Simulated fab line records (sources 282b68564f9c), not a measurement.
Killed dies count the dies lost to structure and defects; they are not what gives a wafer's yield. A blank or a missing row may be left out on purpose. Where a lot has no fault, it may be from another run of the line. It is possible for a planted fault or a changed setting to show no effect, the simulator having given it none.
Which of the tools did it? / flow rit cmos / Sampling: 13 lots, 39 wafers, 3 of 202 route steps

## WHAT EACH GAUGE READ, for each wafer
RIT_M1_RS_MEAS_01: uses a four-point probe to measure.
lot=L508; measured=day 3 05:41; on=film metro-02; M1_AL_RS (ohm/sq)=0.0730 0.0721 0.0724
lot=L509; measured=day 3 14:11; on=film metro-02; M1_AL_RS (ohm/sq)=0.0726 0.0728 0.0731
lot=L510; measured=day 3 21:23; on=film metro-01; M1_AL_RS (ohm/sq)=0.0738 0.0733 0.0734
lot=L511; measured=day 4 03:25; on=film metro-04; M1_AL_RS (ohm/sq)=0.0737 0.0737 0.0732
lot=L512; measured=day 4 06:58; on=film metro-02; M1_AL_RS (ohm/sq)=0.0736 0.0720 0.0726
lot=L513; measured=day 4 10:19; on=film metro-01; M1_AL_RS (ohm/sq)=0.0740 0.0737 0.0741
lot=L514; measured=day 4 19:43; on=film metro-02; M1_AL_RS (ohm/sq)=0.0732 0.0723 0.0725
lot=L515; measured=day 5 00:46; on=film metro-04; M1_AL_RS (ohm/sq)=0.0731 0.0736 0.0734
lot=L516; measured=day 5 04:15; on=film metro-02; M1_AL_RS (ohm/sq)=0.0733 0.0730 0.0727
lot=L517; measured=day 5 04:46; on=film metro-02; M1_AL_RS (ohm/sq)=0.0738 0.0732 0.0728
lot=L522; measured=day 6 09:14; on=film metro-04; M1_AL_RS (ohm/sq)=0.0838 0.0848 0.0845
lot=L526; measured=day 7 00:32; on=film metro-04; M1_AL_RS (ohm/sq)=0.0862 0.0881 0.0863
lot=L531; measured=day 8 04:27; on=film metro-02; M1_AL_RS (ohm/sq)=0.0729 0.0728 0.0722

RIT_M1_THK_MEAS_02: measures by xrf.
lot=L508; measured=day 3 05:47; on=film metro-02; M1_AL_THK (nm)=398 402 401
lot=L509; measured=day 3 14:17; on=film metro-02; M1_AL_THK (nm)=401 397 398
lot=L510; measured=day 3 21:30; on=film metro-01; M1_AL_THK (nm)=396 399 397
lot=L511; measured=day 4 03:31; on=film metro-04; M1_AL_THK (nm)=394 393 396
lot=L512; measured=day 4 07:04; on=film metro-02; M1_AL_THK (nm)=391 405 398
lot=L513; measured=day 4 10:25; on=film metro-01; M1_AL_THK (nm)=397 398 397
lot=L514; measured=day 4 19:50; on=film metro-02; M1_AL_THK (nm)=395 398 399
lot=L515; measured=day 5 00:53; on=film metro-04; M1_AL_THK (nm)=397 392 395
lot=L516; measured=day 5 04:22; on=film metro-02; M1_AL_THK (nm)=395 396 399
lot=L517; measured=day 5 04:53; on=film metro-02; M1_AL_THK (nm)=392 394 396
lot=L522; measured=day 6 09:20; on=film metro-04; M1_AL_THK (nm)=358 354 354
lot=L526; measured=day 7 00:39; on=film metro-04; M1_AL_THK (nm)=346 341 348
lot=L531; measured=day 8 04:33; on=film metro-02; M1_AL_THK (nm)=398 397 401

## WHAT TOOL EACH LOT RAN ON (gives the tool, then ch and the chambers of the sampled wafers, and finally the start)
lot=L508; RIT_M1_SPUTTER_00=pvd sputter-01, day 3 05:22
lot=L509; RIT_M1_SPUTTER_00=pvd sputter-02, day 3 13:52
lot=L510; RIT_M1_SPUTTER_00=pvd sputter-01, day 3 21:05
lot=L511; RIT_M1_SPUTTER_00=pvd sputter-02, day 4 03:06
lot=L512; RIT_M1_SPUTTER_00=pvd sputter-03, day 4 06:38
lot=L513; RIT_M1_SPUTTER_00=pvd sputter-01, day 4 10:00
lot=L514; RIT_M1_SPUTTER_00=pvd sputter-03, day 4 19:24
lot=L515; RIT_M1_SPUTTER_00=pvd sputter-01, day 5 00:28
lot=L516; RIT_M1_SPUTTER_00=pvd sputter-02, day 5 03:57
lot=L517; RIT_M1_SPUTTER_00=pvd sputter-01, day 5 04:27
lot=L522; RIT_M1_SPUTTER_00=pvd sputter-03, day 6 08:54
lot=L526; RIT_M1_SPUTTER_00=pvd sputter-03, day 7 00:12
lot=L531; RIT_M1_SPUTTER_00=pvd sputter-01, day 8 04:07
- RIT_M1_SPUTTER_00: material Al, target thk 400 nm, time 500 s.

## AS READ BY THE TOOLS THEMSELVES (means over the sampled wafers that have a number; for cases with no such wafer, the mark the record gives instead)
RIT_M1_SPUTTER_00.
lot=L508; tool=pvd sputter-01; chamber pressure pa (Pa)=0.3996; throttle valve pct (%)=30.5
lot=L509; tool=pvd sputter-02; chamber pressure pa (Pa)=0.3998; throttle valve pct (%)=29.8
lot=L510; tool=pvd sputter-01; chamber pressure pa (Pa)=0.3992; throttle valve pct (%)=31.3
lot=L511; tool=pvd sputter-02; chamber pressure pa (Pa)=0.4003; throttle valve pct (%)=30.5
lot=L512; tool=pvd sputter-03; chamber pressure pa (Pa)=0.4000; throttle valve pct (%)=28.9
lot=L513; tool=pvd sputter-01; chamber pressure pa (Pa)=0.3994; throttle valve pct (%)=30.2
lot=L514; tool=pvd sputter-03; chamber pressure pa (Pa)=0.3993; throttle valve pct (%)=30.1
lot=L515; tool=pvd sputter-01; chamber pressure pa (Pa)=0.4006; throttle valve pct (%)=29.8
lot=L516; tool=pvd sputter-02; chamber pressure pa (Pa)=0.4003; throttle valve pct (%)=30.3
lot=L517; tool=pvd sputter-01; chamber pressure pa (Pa)=0.4002; throttle valve pct (%)=30.9
lot=L522; tool=pvd sputter-03; chamber pressure pa (Pa)=0.4009; throttle valve pct (%)=30.7
lot=L526; tool=pvd sputter-03; chamber pressure pa (Pa)=0.4006; throttle valve pct (%)=29.8
lot=L531; tool=pvd sputter-01; chamber pressure pa (Pa)=0.3998; throttle valve pct (%)=29.8

## THE ANSWER, worked out from the rows above alone
Rule: usual is defined by the lots themselves. The widest of any qualifying gaps counts: lots, ordered by their means at a reading, are off when they make up no more than a third of the lots, leave a main group of 4 or more, and stand apart from it by 3 or more times the standard deviation of that group's means. A main group whose means are all the same, to the digits that the tables above print for the reading, isn't used. A lot without any number at a reading at which 4 lots or more have one is off too. The other lots that the step has rows for count as sound. Order of review: gauges by route order, followed by the tools' own readings, for which a lot's mean as printed above is used. At the first step where some lot is off, the reading lying furthest off is the one used; lots without a number count as furthest.
Off: L522, L526, seen at RIT_M1_RS_MEAS_01 (M1_AL_RS). The main group: mean 0.0731 ohm/sq, standard deviation 0.00044.
If a tool, at a process step before that reading, ran all the lots that are off and no sound lot after the first of them, it fits. Those tools and the gauges at RIT_M1_RS_MEAS_01 are tried in the same way. 2 tools fit, pvd sputter-03 at RIT_M1_SPUTTER_00 and film metro-04 at RIT_M1_RS_MEAS_01, so this cannot tell which one it is.

## WHAT HAD BEEN PUT IN BY THE SIMULATOR
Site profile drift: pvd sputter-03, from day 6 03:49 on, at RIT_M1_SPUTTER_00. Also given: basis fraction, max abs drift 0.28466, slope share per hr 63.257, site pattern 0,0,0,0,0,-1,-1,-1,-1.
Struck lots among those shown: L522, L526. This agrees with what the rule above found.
